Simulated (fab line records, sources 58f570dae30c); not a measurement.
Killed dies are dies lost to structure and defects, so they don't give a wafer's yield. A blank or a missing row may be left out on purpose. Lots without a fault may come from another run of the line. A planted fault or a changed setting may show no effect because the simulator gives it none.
One fault seen from 2 desks | flow berkeley_cmos170 | each desk has only its own numbers; what lay behind them comes last

THE TOOL OWNER'S DESK: rie_metal-01
The tool's own readings at UCB170_M2_METAL_ETCH_18 (etches Al in Cl2/BCl3, stops on SiO2, target depth 1170 nm, time 195 s): means of the sampled wafers that have a number, for each lot that ran on this tool. A lot is out of limits, marked OUT, if its mean lies more than 4 standard deviations from the usual mean; the brackets give that distance.
Columns: A = drypump_motor_current_A at UCB170_M2_METAL_ETCH_18, usual 5.5 A; B = mfc_cl2_sccm at UCB170_M2_METAL_ETCH_18, usual 89.98 sccm; C = oes_product_au at UCB170_M2_METAL_ETCH_18, usual 0.852 a.u.; D = run_length_s at UCB170_M2_METAL_ETCH_18, usual 223.5 s; E = throttle_valve_pct at UCB170_M2_METAL_ETCH_18, usual 24.42 %
lot  | first seen here | A   | B     | C     | D                | E
L540 | day 10 05:07    | 6.1 | 89.57 | 0.853 | 222.7            | 24.43
L544 | day 11 03:22    | 5.8 | 90.30 | 0.859 | 222.9            | 24.51
L549 | day 12 00:39    | 6.5 | 89.92 | 0.832 | 231.4 (+9.0) OUT | 24.38
L555 | day 12 23:06    | 5.4 | 89.97 | 0.862 | 222.9            | 24.40
L558 | day 13 10:15    | 5.4 | 89.77 | 0.857 | 223.1            | 24.39
This desk's finding: out of limits on L549; first on L549, day 12 00:39 (run_length_s at UCB170_M2_METAL_ETCH_18). In limits: L540, L544, L555, L558.

THE METROLOGY DESK
What the gauges read, lot by lot, whatever tool the lot ran on: means of the sampled wafers that have a number. A lot is out of limits, marked OUT, if its mean lies more than 4 standard deviations from the usual mean; the brackets give that distance.
Columns: A = M1_OVL at UCB170_M1_OVL_MEAS_10, usual -2 nm
lot  | first seen here | A
L535 | day 7 17:50     | -5
L536 | day 8 21:14     | -5
L540 | day 9 20:31     | 4
L543 | day 10 07:50    | -5
L544 | day 10 17:35    | 0
L548 | day 11 08:57    | 0
L550 | day 11 15:50    | -11
L549 | day 11 16:04    | -6
L555 | day 12 16:20    | -0
L557 | day 12 20:08    | -0
L556 | day 12 20:52    | -4
L554 | day 12 21:08    | -10
L558 | day 12 21:32    | -5
This desk's finding: nothing out of limits on any of the 13 lots.

PUT TOGETHER
The tool owner's desk could have raised an alarm at day 12 00:39, on L549.
The metrology desk saw nothing out of limits.
The metrology desk has L549 on record, within its limits.
Of the lots named, all ran UCB170_M2_METAL_ETCH_18 on rie_metal-01.

WHAT THE SIMULATOR HAD PUT IN
Process parameter drift: rie_metal-01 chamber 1, from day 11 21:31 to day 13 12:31, at UCB170_M2_METAL_ETCH_18. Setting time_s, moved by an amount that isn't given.
Lots struck among those shown: L549.
Hours from the fault's start to each desk's first reading out of limits: the tool owner's desk, 3.
